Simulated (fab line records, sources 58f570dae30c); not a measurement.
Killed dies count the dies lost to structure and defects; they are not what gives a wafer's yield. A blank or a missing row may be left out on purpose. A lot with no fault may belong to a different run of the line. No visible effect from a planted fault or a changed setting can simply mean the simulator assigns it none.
fab line records / flow berkeleyCmos170
record: lots: 5 wafers: 15 lastDay: 12
route steps=331 shown PWELL@52 WELLDRIVE@55 ACTIVE@60
lots that met no fault: from a run of the same line without faults
startH: hours from the record's first day to the start of the lot's first wafer shown / waitH: hours elapsed since this lot's preceding step / " same as the row above / L1.1+2: a row that stands for several wafers / - value missing, or start not given / * or withheld: withheld / < > ~ a bound
route shown NAME@n: names a module that has steps shown in the file, with the first one's number in the route / usual: average and standard deviation across the fault-free wafers / same: alike in all rows / chamber/n: place in a boat / sites: the reading at each site / _std_site: standard deviation of those values / _edge_site: mean of outer sites minus mean of inner sites / radiusMm: for every site, how far away it sits from the centre of the wafer / mask NAME#n: copy n / behind: the last tool/chamber to shape the wafer / hold: what put the lot on hold/how long, in hours/how the hold closed / device: the transistor (n, p or np) that didn't switch / end of line: at the end of the route, the tests of the same wafers / a step with no rows: only its recipe / killed: the dies lost at the first sort to structure and to defects; this is not the yield of the wafer / map: dies across one wafer; x = killed, . = not, _ = none there
set.NAME: setting as actually run; set.NAME@STEP: the setting as run at that earlier step / model.NAME: the simulator's own value behind a step, which no gauge read
lots at selected steps of the route; one table per step, one row per wafer
services: the hour from which a tool's chamber was out of use, counted from the record's first day as startH (under 0 if before that day), plus the number of hours and why
== steps ==
step: UCB170_PWELL_CLEAN_18
recipe: chemistry: SPM tempC: 120 timeS: 600
lot.wafer=L077.3+5+6 tool=wetBench-03 chamber=3 startH=72.89 waitH=0.0
lot.wafer=L082.3+5+6 tool=wetBench-03 chamber=2 startH=95.50 waitH=0.0
lot.wafer=L089.3+4+5 tool=wetBench-03 chamber=1 startH=130.35 waitH=0.0
lot.wafer=L092.1+2+5 tool=wetBench-02 chamber=1 startH=149.16 waitH=0.1
lot.wafer=L094.1+3+4 tool=wetBench-02 chamber=3 startH=157.94 waitH=2.5
step: UCB170_PWELL_WET_ETCH_19
recipe: chemistry: H3PO4 target: Si3N4 tempC: 160 timeS: 14400
lot.wafer=L077.3+5+6 tool=wetBench-02 chamber=0 startH=73.07 waitH=0.0
lot.wafer=L082.3+5+6 tool=wetBench-03 chamber=2 startH=95.85 waitH=0.0
lot.wafer=L089.3+4+5 tool=wetBench-02 chamber=2 startH=130.52 waitH=0.0
lot.wafer=L092.1+2+5 tool=wetBench-03 chamber=2 startH=149.33 waitH=0.0
lot.wafer=L094.1+3+4 tool=wetBench-03 chamber=1 startH=158.33 waitH=0.2
step: UCB170_PWELL_WET_ETCH_20
recipe: chemistry: BOE dilution: 5:1 target: SiO2 tempC: 25 timeS: 22
lot.wafer=L077.3+5+6 tool=wetBench-03 chamber=0 startH=77.41 waitH=0.3
lot.wafer=L082.3+5+6 tool=wetBench-03 chamber=2 startH=104.06 waitH=0.2
lot.wafer=L089.3+4+5 tool=wetBench-01 chamber=1 startH=134.53 waitH=0.0
lot.wafer=L092.1+2+5 tool=wetBench-01 chamber=2 startH=153.34 waitH=0.0
lot.wafer=L094.1+3+4 tool=wetBench-02 chamber=1 startH=162.44 waitH=0.1
step: UCB170_WELLDRIVE_CLEAN_00
recipe: chemistry: SPM tempC: 120 timeS: 600
lot.wafer=L077.3+5+6 tool=wetBench-03 chamber=2 startH=77.43 waitH=0.0
lot.wafer=L082.3+5+6 tool=wetBench-03 chamber=0 startH=104.26 waitH=0.2
lot.wafer=L089.3+4+5 tool=wetBench-02 chamber=2 startH=134.55 waitH=0.0
lot.wafer=L092.1+2+5 tool=wetBench-03 chamber=1 startH=153.36 waitH=0.0
lot.wafer=L094.1+3+4 tool=wetBench-02 chamber=2 startH=162.46 waitH=0.0
step: UCB170_WELLDRIVE_OXIDATION_01
recipe: tempC: 1100 ambient: O2 targetThkA: 1990 oxTimeS: 9000
lot.wafer=L077.3+5+6 tool=furnace-01 chamber=0 startH=82.87 waitH=5.3
lot.wafer=L082.3+5+6 tool=furnace-04 chamber=0 startH=109.42 waitH=5.0
lot.wafer=L089.3+4+5 tool=furnace-04 chamber=0 startH=139.86 waitH=5.1
lot.wafer=L092.1+2+5 tool=furnace-01 chamber=0 startH=157.10 waitH=3.6
lot.wafer=L094.1+3+4 tool=furnace-04 chamber=0 startH=166.29 waitH=3.6
step: UCB170_WELLDRIVE_THK_MEAS_02
recipe: reads: SiO2_of_WELLDRIVE_OXIDATION_01
usual: WELLDRIVE_OXIDE_THK: 199/3.2
lot.wafer=L077.3 tool=filmMetro-04 chamber=- startH=86.39 waitH=0.0 WELLDRIVE_OXIDE_THK[nm]=200
lot.wafer=L077.5 tool=filmMetro-04 chamber=- startH=86.39 waitH=0.0 WELLDRIVE_OXIDE_THK[nm]=198
lot.wafer=L077.6 tool=filmMetro-04 chamber=- startH=86.39 waitH=0.0 WELLDRIVE_OXIDE_THK[nm]=201
lot.wafer=L082.3 tool=filmMetro-04 chamber=- startH=112.94 waitH=0.0 WELLDRIVE_OXIDE_THK[nm]=200
lot.wafer=L082.5 tool=filmMetro-04 chamber=- startH=112.94 waitH=0.0 WELLDRIVE_OXIDE_THK[nm]=201
lot.wafer=L082.6 tool=filmMetro-04 chamber=- startH=112.94 waitH=0.0 WELLDRIVE_OXIDE_THK[nm]=200
lot.wafer=L089.3 tool=filmMetro-04 chamber=- startH=143.38 waitH=0.0 WELLDRIVE_OXIDE_THK[nm]=200
lot.wafer=L089.4 tool=filmMetro-04 chamber=- startH=143.38 waitH=0.0 WELLDRIVE_OXIDE_THK[nm]=202
lot.wafer=L089.5 tool=filmMetro-04 chamber=- startH=143.38 waitH=0.0 WELLDRIVE_OXIDE_THK[nm]=203
lot.wafer=L092.1 tool=filmMetro-03 chamber=- startH=160.60 waitH=0.0 WELLDRIVE_OXIDE_THK[nm]=201
lot.wafer=L092.2 tool=filmMetro-03 chamber=- startH=160.60 waitH=0.0 WELLDRIVE_OXIDE_THK[nm]=200
lot.wafer=L092.5 tool=filmMetro-03 chamber=- startH=160.60 waitH=0.0 WELLDRIVE_OXIDE_THK[nm]=197
lot.wafer=L094.1 tool=filmMetro-04 chamber=- startH=169.79 waitH=0.0 WELLDRIVE_OXIDE_THK[nm]=202
lot.wafer=L094.3 tool=filmMetro-04 chamber=- startH=169.79 waitH=0.0 WELLDRIVE_OXIDE_THK[nm]=203
lot.wafer=L094.4 tool=filmMetro-04 chamber=- startH=169.79 waitH=0.0 WELLDRIVE_OXIDE_THK[nm]=202
step: UCB170_WELLDRIVE_ANNEAL_03
recipe: tempC: 1100 timeS: 900 ambient: N2
lot.wafer=L077.3+5+6 tool=furnace-01 chamber=0 startH=89.12 waitH=2.7
lot.wafer=L082.3+5+6 tool=furnace-01 chamber=0 startH=116.38 waitH=3.4
lot.wafer=L089.3+4+5 tool=furnace-02 chamber=0 startH=145.99 waitH=2.6
lot.wafer=L092.1+2+5 tool=furnace-01 chamber=0 startH=163.45 waitH=2.8
lot.wafer=L094.1+3+4 tool=furnace-02 chamber=0 startH=173.00 waitH=3.2
step: UCB170_WELLDRIVE_WET_ETCH_04
recipe: chemistry: BOE dilution: 5:1 target: SiO2 tempC: 25 timeS: 120
lot.wafer=L077.3+5+6 tool=wetBench-03 chamber=0 startH=90.37 waitH=0.0
lot.wafer=L082.3+5+6 tool=wetBench-03 chamber=3 startH=117.79 waitH=0.2
lot.wafer=L089.3+4+5 tool=wetBench-03 chamber=3 startH=147.24 waitH=0.0
lot.wafer=L092.1+2+5 tool=wetBench-01 chamber=2 startH=164.70 waitH=0.0
lot.wafer=L094.1+3+4 tool=wetBench-03 chamber=1 startH=176.32 waitH=2.1
step: UCB170_ACTIVE_CLEAN_00
recipe: chemistry: SPM tempC: 120 timeS: 600
lot.wafer=L077.3+5+6 tool=wetBench-01 chamber=3 startH=90.41 waitH=0.0
lot.wafer=L082.3+5+6 tool=wetBench-03 chamber=1 startH=118.07 waitH=0.2
lot.wafer=L089.3+4+5 tool=wetBench-02 chamber=2 startH=147.28 waitH=0.0
lot.wafer=L092.1+2+5 tool=wetBench-01 chamber=2 startH=164.74 waitH=0.0
lot.wafer=L094.1+3+4 tool=wetBench-01 chamber=1 startH=177.33 waitH=1.0
step: UCB170_ACTIVE_CLEAN_01
recipe: chemistry: dHF dilution: 25:1 timeS: 60
lot.wafer=L077.3+5+6 tool=wetBench-03 chamber=0 startH=90.60 waitH=0.0
lot.wafer=L082.3+5+6 tool=wetBench-03 chamber=3 startH=118.66 waitH=0.4
lot.wafer=L089.3+4+5 tool=wetBench-01 chamber=2 startH=147.45 waitH=0.0
lot.wafer=L092.1+2+5 tool=wetBench-01 chamber=1 startH=164.92 waitH=0.0
lot.wafer=L094.1+3+4 tool=wetBench-01 chamber=3 startH=178.04 waitH=0.5
step: UCB170_ACTIVE_OXIDATION_02
recipe: tempC: 1000 ambient: O2 targetThkA: 264 oxTimeS: 1260
lot.wafer=L077.3+5+6 tool=furnace-02 chamber=0 startH=93.69 waitH=3.1
lot.wafer=L082.3+5+6 tool=furnace-02 chamber=0 startH=120.94 waitH=2.3
lot.wafer=L089.3+4+5 tool=furnace-01 chamber=0 startH=151.08 waitH=3.6
lot.wafer=L092.1+2+5 tool=furnace-02 chamber=0 startH=170.30 waitH=5.4
lot.wafer=L094.1+3+4 tool=furnace-01 chamber=0 startH=179.95 waitH=1.9
step: UCB170_ACTIVE_THK_MEAS_03
recipe: reads: SiO2_of_ACTIVE_OXIDATION_02
usual: ACTIVE_OXIDE_THK: 26.3/0.52
lot.wafer=L077.3 tool=filmMetro-03 chamber=- startH=95.06 waitH=0.0 ACTIVE_OXIDE_THK[nm]=26.7
lot.wafer=L077.5 tool=filmMetro-03 chamber=- startH=95.06 waitH=0.0 ACTIVE_OXIDE_THK[nm]=26.8
lot.wafer=L077.6 tool=filmMetro-03 chamber=- startH=95.06 waitH=0.0 ACTIVE_OXIDE_THK[nm]=26.9
lot.wafer=L082.3 tool=filmMetro-01 chamber=- startH=122.31 waitH=0.0 ACTIVE_OXIDE_THK[nm]=26.0
lot.wafer=L082.5 tool=filmMetro-01 chamber=- startH=122.31 waitH=0.0 ACTIVE_OXIDE_THK[nm]=26.0
lot.wafer=L082.6 tool=filmMetro-01 chamber=- startH=122.31 waitH=0.0 ACTIVE_OXIDE_THK[nm]=26.0
lot.wafer=L089.3 tool=filmMetro-03 chamber=- startH=152.45 waitH=0.0 ACTIVE_OXIDE_THK[nm]=26.4
lot.wafer=L089.4 tool=filmMetro-03 chamber=- startH=152.45 waitH=0.0 ACTIVE_OXIDE_THK[nm]=26.5
lot.wafer=L089.5 tool=filmMetro-03 chamber=- startH=152.45 waitH=0.0 ACTIVE_OXIDE_THK[nm]=26.4
lot.wafer=L092.1 tool=filmMetro-02 chamber=- startH=171.65 waitH=0.0 ACTIVE_OXIDE_THK[nm]=25.9
lot.wafer=L092.2 tool=filmMetro-02 chamber=- startH=171.65 waitH=0.0 ACTIVE_OXIDE_THK[nm]=25.5
lot.wafer=L092.5 tool=filmMetro-02 chamber=- startH=171.65 waitH=0.0 ACTIVE_OXIDE_THK[nm]=25.9
lot.wafer=L094.1 tool=filmMetro-02 chamber=- startH=181.30 waitH=0.0 ACTIVE_OXIDE_THK[nm]=25.9
lot.wafer=L094.3 tool=filmMetro-02 chamber=- startH=181.30 waitH=0.0 ACTIVE_OXIDE_THK[nm]=25.5
lot.wafer=L094.4 tool=filmMetro-02 chamber=- startH=181.30 waitH=0.0 ACTIVE_OXIDE_THK[nm]=25.8
step: UCB170_ACTIVE_ANNEAL_04
recipe: tempC: 1000 timeS: 900 ambient: N2
lot.wafer=L077.3+5+6 tool=furnace-02 chamber=0 startH=99.12 waitH=4.1
lot.wafer=L082.3+5+6 tool=furnace-01 chamber=0 startH=128.62 waitH=6.3
lot.wafer=L089.3+4+5 tool=furnace-02 chamber=0 startH=155.42 waitH=3.0
lot.wafer=L092.1+2+5 tool=furnace-02 chamber=0 startH=175.59 waitH=3.9
lot.wafer=L094.1+3+4 tool=furnace-04 chamber=0 startH=185.44 waitH=4.1
step: UCB170_ACTIVE_CVD_05
recipe: material: Si3N4 targetThkNm: 220 tempC: 800 precursor: SiH2Cl2/NH3 timeS: 3300 pressureMtorr: 200 sih2cl2FlowSccm: 25 nh3FlowSccm: 75
lot.wafer=L077.3+5+6 tool=lpcvd-02 chamber=0 startH=100.37 waitH=0.0
lot.wafer=L082.3+5+6 tool=lpcvd-01 chamber=0 startH=129.87 waitH=0.0
lot.wafer=L089.3+4+5 tool=lpcvd-01 chamber=1 startH=156.67 waitH=0.0
lot.wafer=L092.1+2+5 tool=lpcvd-02 chamber=1 startH=177.87 waitH=1.0
lot.wafer=L094.1+3+4 tool=lpcvd-02 chamber=0 startH=186.69 waitH=0.0
step: UCB170_ACTIVE_THK_MEAS_06
recipe: reads: Si3N4_of_ACTIVE_CVD_05
usual: ACTIVE_NITRIDE_THK: 219.7/2
lot.wafer=L077.3 tool=filmMetro-02 chamber=- startH=102.31 waitH=0.0 ACTIVE_NITRIDE_THK[nm]=219.5
lot.wafer=L077.5 tool=filmMetro-02 chamber=- startH=102.31 waitH=0.0 ACTIVE_NITRIDE_THK[nm]=219.5
lot.wafer=L077.6 tool=filmMetro-02 chamber=- startH=102.31 waitH=0.0 ACTIVE_NITRIDE_THK[nm]=220.6
lot.wafer=L082.3 tool=filmMetro-01 chamber=- startH=131.80 waitH=0.0 ACTIVE_NITRIDE_THK[nm]=221.6
lot.wafer=L082.5 tool=filmMetro-01 chamber=- startH=131.80 waitH=0.0 ACTIVE_NITRIDE_THK[nm]=219.9
lot.wafer=L082.6 tool=filmMetro-01 chamber=- startH=131.80 waitH=0.0 ACTIVE_NITRIDE_THK[nm]=219.7
lot.wafer=L089.3 tool=filmMetro-03 chamber=- startH=158.61 waitH=0.0 ACTIVE_NITRIDE_THK[nm]=219.0
lot.wafer=L089.4 tool=filmMetro-03 chamber=- startH=158.61 waitH=0.0 ACTIVE_NITRIDE_THK[nm]=218.7
lot.wafer=L089.5 tool=filmMetro-03 chamber=- startH=158.61 waitH=0.0 ACTIVE_NITRIDE_THK[nm]=219.0
lot.wafer=L092.1 tool=filmMetro-02 chamber=- startH=180.75 waitH=0.0 ACTIVE_NITRIDE_THK[nm]=220.2
lot.wafer=L092.2 tool=filmMetro-02 chamber=- startH=180.75 waitH=0.0 ACTIVE_NITRIDE_THK[nm]=221.1
lot.wafer=L092.5 tool=filmMetro-02 chamber=- startH=180.75 waitH=0.0 ACTIVE_NITRIDE_THK[nm]=219.9
lot.wafer=L094.1 tool=filmMetro-01 chamber=- startH=188.61 waitH=0.0 ACTIVE_NITRIDE_THK[nm]=222.2
lot.wafer=L094.3 tool=filmMetro-01 chamber=- startH=188.61 waitH=0.0 ACTIVE_NITRIDE_THK[nm]=221.7
lot.wafer=L094.4 tool=filmMetro-01 chamber=- startH=188.61 waitH=0.0 ACTIVE_NITRIDE_THK[nm]=219.3
step: UCB170_ACTIVE_HMDS_07
recipe: primeTimeS: 60 primeTempC: 100
lot.wafer=L077.3+5+6 tool=lithoTrack-02 chamber=0 startH=102.40 waitH=0.1
lot.wafer=L082.3+5+6 tool=lithoTrack-04 chamber=0 startH=131.89 waitH=0.1
lot.wafer=L089.3+4+5 tool=lithoTrack-01 chamber=0 startH=159.09 waitH=0.5
lot.wafer=L092.1+2+5 tool=lithoTrack-01 chamber=0 startH=180.81 waitH=0.1
lot.wafer=L094.1+3+4 tool=lithoTrack-01 chamber=0 startH=188.78 waitH=0.2
step: UCB170_ACTIVE_COAT_08
recipe: resist: KrF spinRpm: 1500 resistThkNm: 900
lot.wafer=L077.3+5+6 tool=lithoTrack-02 chamber=0 startH=102.55 waitH=0.1
lot.wafer=L082.3+5+6 tool=lithoTrack-04 chamber=0 startH=132.04 waitH=0.1
lot.wafer=L089.3+4+5 tool=lithoTrack-01 chamber=0 startH=159.24 waitH=0.1
lot.wafer=L092.1+2+5 tool=lithoTrack-01 chamber=0 startH=180.96 waitH=0.1
lot.wafer=L094.1+3+4 tool=lithoTrack-01 chamber=0 startH=188.93 waitH=0.1
step: UCB170_ACTIVE_SOFTBAKE_09
recipe: resist: KrF tempC: 130 timeS: 60
lot.wafer=L077.3+5+6 tool=lithoTrack-02 chamber=0 startH=102.70 waitH=0.1
lot.wafer=L082.3+5+6 tool=lithoTrack-04 chamber=0 startH=132.19 waitH=0.1
lot.wafer=L089.3+4+5 tool=lithoTrack-01 chamber=0 startH=159.39 waitH=0.1
lot.wafer=L092.1+2+5 tool=lithoTrack-01 chamber=0 startH=181.11 waitH=0.1
lot.wafer=L094.1+3+4 tool=lithoTrack-01 chamber=0 startH=189.08 waitH=0.1
step: UCB170_ACTIVE_EXPOSE_10
recipe: maskId: ACTIVE targetCdNm: 1200 na: 0.5 sigmaOuter: 0.6 sourceShape: conventional doseMj: 20.25
lot.wafer=L077.3+5+6 tool=krfScanner-01 chamber=0 startH=102.97 waitH=0.2 mask=ACTIVE#0
lot.wafer=L082.3+5+6 tool=krfScanner-02 chamber=0 startH=132.46 waitH=0.2 mask=ACTIVE#0
lot.wafer=L089.3+4+5 tool=krfScanner-01 chamber=0 startH=159.65 waitH=0.2 mask=ACTIVE#0
lot.wafer=L092.1+2+5 tool=krfScanner-01 chamber=0 startH=181.38 waitH=0.2 mask=ACTIVE#0
lot.wafer=L094.1+3+4 tool=krfScanner-02 chamber=0 startH=189.24 waitH=0.1 mask=ACTIVE#0
== services ==
tool=krfScanner-01 chamber=- startH=52.76 hours=1.3 kind=pm
tool=krfScanner-01 chamber=- startH=58.19 hours=0.8 kind=pm
tool=krfScanner-02 chamber=- startH=62.73 hours=4.4 kind=pm
tool=lithoTrack-01 chamber=- startH=69.55 hours=- kind=consumableReplace:filter
tool=furnace-04 chamber=- startH=76.78 hours=3.0 kind=pm
tool=lpcvd-02 chamber=- startH=87.25 hours=2.8 kind=pm
tool=furnace-02 chamber=- startH=100.37 hours=3.2 kind=pm
tool=furnace-01 chamber=- startH=105.93 hours=3.6 kind=pm
tool=furnace-01 chamber=- startH=123.08 hours=5.5 kind=pm
tool=furnace-04 chamber=- startH=129.00 hours=9.5 kind=pm
tool=krfScanner-01 chamber=- startH=132.56 hours=1.0 kind=pm
tool=krfScanner-02 chamber=- startH=135.82 hours=1.0 kind=pm
tool=krfScanner-01 chamber=0 startH=155.13 hours=- kind=calibration
tool=wetBench-01 chamber=- startH=158.97 hours=4.4 kind=pm
tool=furnace-04 chamber=- startH=180.14 hours=4.0 kind=pm
tool=krfScanner-02 chamber=0 startH=185.73 hours=- kind=calibration
== key ==
fault none
